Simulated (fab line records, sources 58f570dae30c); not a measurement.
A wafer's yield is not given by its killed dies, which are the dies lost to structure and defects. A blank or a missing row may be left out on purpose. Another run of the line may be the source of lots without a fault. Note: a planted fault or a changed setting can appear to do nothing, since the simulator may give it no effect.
Split-lot trial || flow berkeley-cmos170 || on a route of 331 steps: 5 lots, 23 wafers read

== ON THE SPLIT ==
At UCB170_M3_COAT_10 (resist thk 900 nm), the setting resist-thk-nm was moved away from the recipe's 900 nm on 9 of the 23 wafers read, by -4.8% to +2.2%. All remaining wafers had this setting at the recipe value.

The split's own step is where the reading is taken.

== THE READING ==
KrF_of_M3_COAT_10.thk-nm (the simulator's own value, which no gauge read), in nm, at UCB170_M3_COAT_10 (resist thk 900 nm). No usual value for it is given in the file. Across the 14 wafers here that went through the recipe, the average is 898.5 nm and the standard deviation 1.5 nm.

{"wafer": "L074.1", "tool, chamber at the split": "litho-track-01, 0", "resist-thk-nm as run, nm": 900, "against the recipe": "recipe", "KrF_of_M3_COAT_10.thk-nm, nm": 897.6, "against lot-mates on the recipe": "-"}
{"wafer": "L074.2", "tool, chamber at the split": "litho-track-01, 0", "resist-thk-nm as run, nm": 885, "against the recipe": "-1.7%", "KrF_of_M3_COAT_10.thk-nm, nm": 885.4, "against lot-mates on the recipe": -13.1}
{"wafer": "L074.3", "tool, chamber at the split": "litho-track-01, 0", "resist-thk-nm as run, nm": 900, "against the recipe": "recipe", "KrF_of_M3_COAT_10.thk-nm, nm": 899.5, "against lot-mates on the recipe": "-"}
{"wafer": "L074.4", "tool, chamber at the split": "litho-track-01, 0", "resist-thk-nm as run, nm": 885, "against the recipe": "-1.7%", "KrF_of_M3_COAT_10.thk-nm, nm": 884.5, "against lot-mates on the recipe": -14.0}
{"wafer": "L074.6", "tool, chamber at the split": "litho-track-01, 0", "resist-thk-nm as run, nm": 900, "against the recipe": "recipe", "KrF_of_M3_COAT_10.thk-nm, nm": 898.4, "against lot-mates on the recipe": "-"}
{"wafer": "L076.1", "tool, chamber at the split": "litho-track-03, 0", "resist-thk-nm as run, nm": 920.1, "against the recipe": "+2.2%", "KrF_of_M3_COAT_10.thk-nm, nm": 916.7, "against lot-mates on the recipe": "+16.6"}
{"wafer": "L076.2", "tool, chamber at the split": "litho-track-03, 0", "resist-thk-nm as run, nm": 900, "against the recipe": "recipe", "KrF_of_M3_COAT_10.thk-nm, nm": 900.5, "against lot-mates on the recipe": "-"}
{"wafer": "L076.3", "tool, chamber at the split": "litho-track-03, 0", "resist-thk-nm as run, nm": 900, "against the recipe": "recipe", "KrF_of_M3_COAT_10.thk-nm, nm": 900.4, "against lot-mates on the recipe": "-"}
{"wafer": "L076.5", "tool, chamber at the split": "litho-track-03, 0", "resist-thk-nm as run, nm": 900, "against the recipe": "recipe", "KrF_of_M3_COAT_10.thk-nm, nm": 899.4, "against lot-mates on the recipe": "-"}
{"wafer": "L076.6", "tool, chamber at the split": "litho-track-03, 0", "resist-thk-nm as run, nm": 920.1, "against the recipe": "+2.2%", "KrF_of_M3_COAT_10.thk-nm, nm": 919.7, "against lot-mates on the recipe": "+19.6"}
{"wafer": "L075.1", "tool, chamber at the split": "litho-track-01, 0", "resist-thk-nm as run, nm": 856.8, "against the recipe": "-4.8%", "KrF_of_M3_COAT_10.thk-nm, nm": 853.3, "against lot-mates on the recipe": -43.1}
{"wafer": "L075.2", "tool, chamber at the split": "litho-track-01, 0", "resist-thk-nm as run, nm": 900, "against the recipe": "recipe", "KrF_of_M3_COAT_10.thk-nm, nm": 896, "against lot-mates on the recipe": "-"}
{"wafer": "L075.3", "tool, chamber at the split": "litho-track-01, 0", "resist-thk-nm as run, nm": 900, "against the recipe": "recipe", "KrF_of_M3_COAT_10.thk-nm, nm": 896.8, "against lot-mates on the recipe": "-"}
{"wafer": "L075.5", "tool, chamber at the split": "litho-track-01, 0", "resist-thk-nm as run, nm": 856.8, "against the recipe": "-4.8%", "KrF_of_M3_COAT_10.thk-nm, nm": 855.7, "against lot-mates on the recipe": -40.7}
{"wafer": "L075.6", "tool, chamber at the split": "litho-track-01, 0", "resist-thk-nm as run, nm": 856.8, "against the recipe": "-4.8%", "KrF_of_M3_COAT_10.thk-nm, nm": 849.9, "against lot-mates on the recipe": -46.5}
{"wafer": "L079.1", "tool, chamber at the split": "litho-track-01, 0", "resist-thk-nm as run, nm": 900, "against the recipe": "recipe", "KrF_of_M3_COAT_10.thk-nm, nm": 897.6, "against lot-mates on the recipe": "-"}
{"wafer": "L079.2", "tool, chamber at the split": "litho-track-01, 0", "resist-thk-nm as run, nm": 900, "against the recipe": "recipe", "KrF_of_M3_COAT_10.thk-nm, nm": 900.7, "against lot-mates on the recipe": "-"}
{"wafer": "L079.3", "tool, chamber at the split": "litho-track-01, 0", "resist-thk-nm as run, nm": 873.5, "against the recipe": "-2.9%", "KrF_of_M3_COAT_10.thk-nm, nm": 870.4, "against lot-mates on the recipe": -28.1}
{"wafer": "L079.5", "tool, chamber at the split": "litho-track-01, 0", "resist-thk-nm as run, nm": 873.5, "against the recipe": "-2.9%", "KrF_of_M3_COAT_10.thk-nm, nm": 871.5, "against lot-mates on the recipe": -27.0}
{"wafer": "L079.6", "tool, chamber at the split": "litho-track-01, 0", "resist-thk-nm as run, nm": 900, "against the recipe": "recipe", "KrF_of_M3_COAT_10.thk-nm, nm": 897.3, "against lot-mates on the recipe": "-"}
{"wafer": "L084.2", "tool, chamber at the split": "litho-track-03, 0", "resist-thk-nm as run, nm": 900, "against the recipe": "recipe", "KrF_of_M3_COAT_10.thk-nm, nm": 899.8, "against lot-mates on the recipe": "-"}
{"wafer": "L084.3", "tool, chamber at the split": "litho-track-03, 0", "resist-thk-nm as run, nm": 900, "against the recipe": "recipe", "KrF_of_M3_COAT_10.thk-nm, nm": 897.3, "against lot-mates on the recipe": "-"}
{"wafer": "L084.5", "tool, chamber at the split": "litho-track-03, 0", "resist-thk-nm as run, nm": 900, "against the recipe": "recipe", "KrF_of_M3_COAT_10.thk-nm, nm": 897.8, "against lot-mates on the recipe": "-"}

THE FIT
A straight line over all 23 wafers: KrF_of_M3_COAT_10.thk-nm changes by +9.32 nm for each +1% of resist-thk-nm; r = +1.00; the points scatter about the line by 1.8 nm.
The same after taking each lot's own level away (the mean of its wafers on the recipe; 23 wafers): +8.91 nm for each +1%; r = +1.00; scatter 1.5 nm.
Per that fit: largest resist-thk-nm move, reading shift of 43 nm.
The span of the lots' own levels, 896.40 to 900.10 nm, comes to 2.5 times the standard deviation stated above.
So the lot-to-lot level changes the slope little: the two slopes agree.
Check: -43 nm against its lot-mates is what the line predicts for one of the wafers moved furthest among these (-4.8%) when that wafer is left out of the fit. It came out at -43.1 nm against them.

== THESE WAFERS: OTHER SPLITS ==
Note: prior to the reading, these wafers also went through further splits. Each is held against what the fit with the lots' levels taken away leaves over:
{"other split on the same wafers": "UCB170_M1_EXPOSE_06 dose-mj", "wafers away from the commonest value": 8, "r with KrF_of_M3_COAT_10.thk-nm (lot level and that fit taken away)": -0.40}
{"other split on the same wafers": "UCB170_V1_CVD_00 time-s", "wafers away from the commonest value": 5, "r with KrF_of_M3_COAT_10.thk-nm (lot level and that fit taken away)": -0.11}
{"other split on the same wafers": "UCB170_M2_STRIP_07 o2-flow-sccm", "wafers away from the commonest value": 11, "r with KrF_of_M3_COAT_10.thk-nm (lot level and that fit taken away)": -0.02}
{"other split on the same wafers": "UCB170_M2_METAL_ETCH_18 icp-w", "wafers away from the commonest value": 4, "r with KrF_of_M3_COAT_10.thk-nm (lot level and that fit taken away)": "+0.14"}
{"other split on the same wafers": "UCB170_V2_ETCH_14 rf-w", "wafers away from the commonest value": 8, "r with KrF_of_M3_COAT_10.thk-nm (lot level and that fit taken away)": "+0.02"}

== FILE'S OWN FIT ==
KrF_of_M3_COAT_10.thk-nm changes by +8.94 nm for each +1% of resist-thk-nm, r = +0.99.
